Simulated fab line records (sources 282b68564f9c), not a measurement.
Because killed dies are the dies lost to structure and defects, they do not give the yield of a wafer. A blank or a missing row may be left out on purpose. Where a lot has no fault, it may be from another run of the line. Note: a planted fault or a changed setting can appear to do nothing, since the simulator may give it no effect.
Problem report in the 8D (eight disciplines) form, filled by code | flow rit cmos | the parts of the form that need people (team, actions taken, sign-off) are left out

== 1. THE PROBLEM ==
Wafers free of any fault read 46.4 nm (standard deviation 0.95) for ACTIVE_OXIDE_THK at RIT_ACTIVE_THK_MEAS_02, against a mean of 51.5 nm on 6 wafers of 2 lots. That is +5.4 standard deviations from the usual mean.
Earliest sighting: wafer L651.1 on film metro-03 at day 5 16:18. The record has a number at this step for 42 wafers belonging to 14 lots. By rule, "out" or "out of limits" means more than 4 standard deviations away from the usual mean. Any other wafer with a number is counted as sound.

== 2. WHAT IT IS AND WHAT IT IS NOT ==
question                    | is                           | is not
which readings at this step | ACTIVE_OXIDE_THK             | -
which lots                  | L651, L652                   | L633, L634, L635, L636, L637, L638, L639, L640, L642, L643, L644, L654
which wafers of those lots  | all that have a number       | -
read on which gauges        | film metro-01, film metro-03 | film metro-04
when                        | from day 5 16:18             | up to then (33 sound wafers); but 3 sound wafers of L654 came after

== 3. SUSPECTS, AND WHAT RULES EACH OUT ==
Counting: any tool at a process step up to the reading is kept as a suspect provided that every lot that is out went through it and no sound lot did after the first of them.
- the gauge at RIT_ACTIVE_THK_MEAS_02 is ruled out. Those wafers that are out were read across 2 gauges (film metro-01, film metro-03).
- furnace-03 at RIT_ACTIVE_OXIDATION_01 (target thk 46.8 nm, ox time 3360 s): kept. Every lot that is out went through it, starting with L651 (day 5 14:22), and after that it ran no sound lot; the last sound lot it ran before then is L642 (day 3 17:07).
Left after counting: furnace-03 at RIT_ACTIVE_OXIDATION_01.

== 4. THE CAUSE (what the simulator had put in) ==
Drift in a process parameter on furnace-03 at RIT_ACTIVE_OXIDATION_01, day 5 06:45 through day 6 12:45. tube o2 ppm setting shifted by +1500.
This tool alone remained once counting was done.

== 5. SEQUENCE OF EFFECTS, ordered by route ==
One row per reading whose mean, taken over the struck wafers that have a number, lies over 3 standard deviations from the usual. Only readings for which the record gives a usual standard deviation are gone through. hours: the time from each lot's start at the first step in this table that gives one to its start at this step, as a median over the lots. sigmas: the change in usual standard deviations.
hours | step                   | reading          | usual   | on struck wafers | change | sigmas
0     | RIT_ACTIVE_THK_MEAS_02 | ACTIVE_OXIDE_THK | 46.4 nm | 51.5             | +5.1   | +5.4

== 6. HOW IT WOULD HAVE BEEN CAUGHT EARLIER ==
Counted from the fault's start at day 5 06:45, it took 10 hours until the first out-of-limits reading at a measuring or inspecting step in this record, taken at day 5 16:18.
An alarm limit of 4 standard deviations would not have fired on the tool readings at RIT_ACTIVE_OXIDATION_01 for which the record gives a usual standard deviation, since none of them was out on any struck wafer.
Among the 2 lots that are out, L652 began RIT_ACTIVE_OXIDATION_01 on furnace-03 after day 5 16:18. It would have been spared by a hold on the tool at that moment.
